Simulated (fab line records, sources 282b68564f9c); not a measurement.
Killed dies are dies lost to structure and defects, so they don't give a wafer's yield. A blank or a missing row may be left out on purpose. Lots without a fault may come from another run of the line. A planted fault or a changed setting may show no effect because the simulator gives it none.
A struck lot beside a sound one | flow rit_cmos | 45 steps out of a route of 202
Sound: wafers L762.2, L762.3, L762.6. Struck: wafers L779.1, L779.3, L779.4. The cause comes at the end.
At each step with rows: each side's tool, then ch and its chambers, then its first start. Under that, the readings that differ: sound wafers | struck wafers | difference of the means | sigmas: that difference in standard deviations of wafers without a fault.
alike: readings whose means differ by less than 2 such deviations, and words and numbers that are the same on both sides. not compared: withheld readings, readings that some wafer has no value for, bounds like >300 that may hide the same value, and numbers for which the record gives no deviation and whose values overlap.
The two part at a step that has a row with sigmas, a row that says differs or no value, or rows on one side only. Numbers that don't overlap but have no deviation are shown without sigmas and don't part them. A reading that every wafer of one side lacks parts them only if that side has two wafers or more.

first, 2 steps without rows for these wafers: RIT_NLDD_HARDBAKE_07 (time 60 s); RIT_NLDD_IMPLANT_08.
RIT_NLDD_STRIP_09: strips in O2, time 180 s.
  sound on plasma_asher-01 ch 0,1, day 3 00:25; struck on plasma_asher-04 ch 0,1, day 6 12:56
  alike: chamber_pressure_mTorr, drypump_motor_current_A
  not compared: rf_hours_counter_h
RIT_NLDD_TW_MEAS_10:
  sound on film_metro-04, day 3 00:35; struck on film_metro-02, day 6 13:06
  alike: NLDD_TW
then, 6 steps without rows for these wafers: RIT_PLDD_HMDS_00 (prime time 60 s); RIT_PLDD_COAT_01 (resist thk 1000 nm); RIT_PLDD_SOFTBAKE_02 (time 60 s); RIT_PLDD_EXPOSE_03 (exposes mask M8, target cd 40900 nm); RIT_PLDD_PEB_04; RIT_PLDD_DEVELOP_05 (develop time 50 s).
RIT_PLDD_OVL_MEAS_06:
  sound on overlay-02, day 3 01:30; struck on overlay-01, day 6 14:01
  alike: PLDD_OVL
then, 1 step without rows for these wafers: RIT_PLDD_HARDBAKE_07 (time 60 s).
RIT_PLDD_IMPLANT_08:
  sound on implanter-02 ch 0, day 3 01:42; struck on implanter-02 ch 0, day 6 14:24
  reading                          | sound                         | struck                       | difference | sigmas
  dose_ions_cm2                    | 8.998e+14 8.987e+14 8.995e+14 | 1.81e+14 1.811e+14 1.814e+14 | -7.18e+14  | -99 or more
  end_station_pressure_torr (Torr) | 7.1e-06 7.5e-06 7.5e-06       | 5.6e-06 5.5e-06 5.8e-06      | -1.7e-06   | -5
  faraday_current_uA               | 2907 2807 2768                | 571 585 558                  | -2256      | -43
RIT_PLDD_STRIP_09: strips in O2, time 180 s.
  sound on plasma_asher-03 ch 0,1, day 3 01:50; struck on plasma_asher-02 ch 0,1, day 6 14:33
  alike: chamber_pressure_mTorr, drypump_motor_current_A
  not compared: rf_hours_counter_h
RIT_PLDD_TW_MEAS_10:
  sound on film_metro-04, day 3 02:01; struck on film_metro-02, day 6 14:44
  reading | sound          | struck         | difference | sigmas
  PLDD_TW | 2349 2345 2356 | 1473 1488 1480 | -870       | -79
then, 4 steps without rows for these wafers: RIT_SPACER_CLEAN_00 (cleans in SC1, time 600 s); RIT_SPACER_CLEAN_01 (cleans in dHF, time 30 s); RIT_SPACER_CLEAN_02 (cleans in SC2, time 600 s); RIT_SPACER_CVD_03 (deposits Si3N4 from SiH2Cl2/NH3, target thk 250 nm, time 3300 s).
RIT_SPACER_THK_MEAS_04:
  sound on film_metro-01, day 3 04:22; struck on film_metro-02, day 6 17:07
  alike: SPACER_NITRIDE_THK
RIT_SPACER_ETCHBACK_05: etches Si3N4 in SF6/CHF3, stops on SiO2, target depth 250 nm, time 240 s.
  sound on rie_diel-03 ch 1,3, day 3 04:25; struck on rie_diel-04 ch 0,2,3, day 6 17:11
  alike: CHF3_flow_sccm, chamber_pressure_mTorr, drypump_motor_current_A, oes_product_au, throttle_valve_pct
  not compared: rf_hours_counter_h
then, 6 steps without rows for these wafers: RIT_NSD_HMDS_00 (prime time 60 s); RIT_NSD_COAT_01 (resist thk 1000 nm); RIT_NSD_SOFTBAKE_02 (time 60 s); RIT_NSD_EXPOSE_03 (exposes mask M9, target cd 40700 nm); RIT_NSD_PEB_04; RIT_NSD_DEVELOP_05 (develop time 50 s).
RIT_NSD_OVL_MEAS_06:
  sound on overlay-01, day 3 05:37; struck on overlay-01, day 6 18:19
  alike: NSD_OVL
then, 2 steps without rows for these wafers: RIT_NSD_HARDBAKE_07 (time 60 s); RIT_NSD_IMPLANT_08.
RIT_NSD_STRIP_09: strips in O2, time 180 s.
  sound on plasma_asher-03 ch 0,1, day 3 05:57; struck on plasma_asher-04 ch 0,1, day 6 18:38
  alike: chamber_pressure_mTorr, drypump_motor_current_A
  not compared: rf_hours_counter_h
RIT_NSD_TW_MEAS_10:
  sound on film_metro-04, day 3 06:08; struck on film_metro-04, day 6 18:49
  alike: NSD_TW
then, 6 steps without rows for these wafers: RIT_PSD_HMDS_00 (prime time 60 s); RIT_PSD_COAT_01 (resist thk 1000 nm); RIT_PSD_SOFTBAKE_02 (time 60 s); RIT_PSD_EXPOSE_03 (exposes mask M10, target cd 40900 nm); RIT_PSD_PEB_04; RIT_PSD_DEVELOP_05 (develop time 50 s).
RIT_PSD_OVL_MEAS_06:
  sound on overlay-02, day 3 07:10; struck on overlay-02, day 6 19:51
  alike: PSD_OVL
then, 2 steps without rows for these wafers: RIT_PSD_HARDBAKE_07 (time 60 s); RIT_PSD_IMPLANT_08.
RIT_PSD_STRIP_09: strips in O2, time 180 s.
  sound on plasma_asher-04 ch 0,1, day 3 07:30; struck on plasma_asher-03 ch 0,1, day 6 20:11
  reading                        | sound          | struck         | difference | sigmas
  chamber_pressure_mTorr (mTorr) | 3993 4000 4000 | 4003 4016 3999 | +8         | +2
  alike: drypump_motor_current_A
  not compared: rf_hours_counter_h
RIT_SDANNEAL_RS_MEAS_06: measures by four-point-probe.
  sound on film_metro-03, day 3 08:25; struck on film_metro-02, day 6 21:07
  reading          | sound             | struck            | difference | sigmas
  PLDD_RS (ohm/sq) | 177.2 177.6 177.4 | 592.5 594.0 594.5 | +416.3     | +99 or more
RIT_CONTACT_ETCH_11: etches SiO2 in CHF3/CF4/Ar, stops on TiSi2, target depth 480 nm, time 320 s.
  sound on rie_diel-04 ch 2,3, day 3 10:53; struck on rie_diel-04 ch 1,2,3, day 6 23:28
  reading                  | sound          | struck          | difference | sigmas
  model.CONTACT.cd_nm (nm) | 1006 1005 1002 | 1001 1001 999.6 | -4         |
  alike: CHF3_flow_sccm, O2_flow_sccm, chamber_pressure_mTorr, drypump_motor_current_A, oes_product_au, throttle_valve_pct
  not compared: rf_hours_counter_h
RIT_M1_PROBE_99:
  the record has rows for the struck wafers here (prober-01, day 7 04:20) and none for the sound ones

WHERE THEY PART
First at RIT_PLDD_IMPLANT_08; last, within this record, at RIT_M1_PROBE_99.

WHY: what the simulator had put in
Process parameter drift: implanter-02, from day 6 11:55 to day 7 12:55, at RIT_PLDD_IMPLANT_08. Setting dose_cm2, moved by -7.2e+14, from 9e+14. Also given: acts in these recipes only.
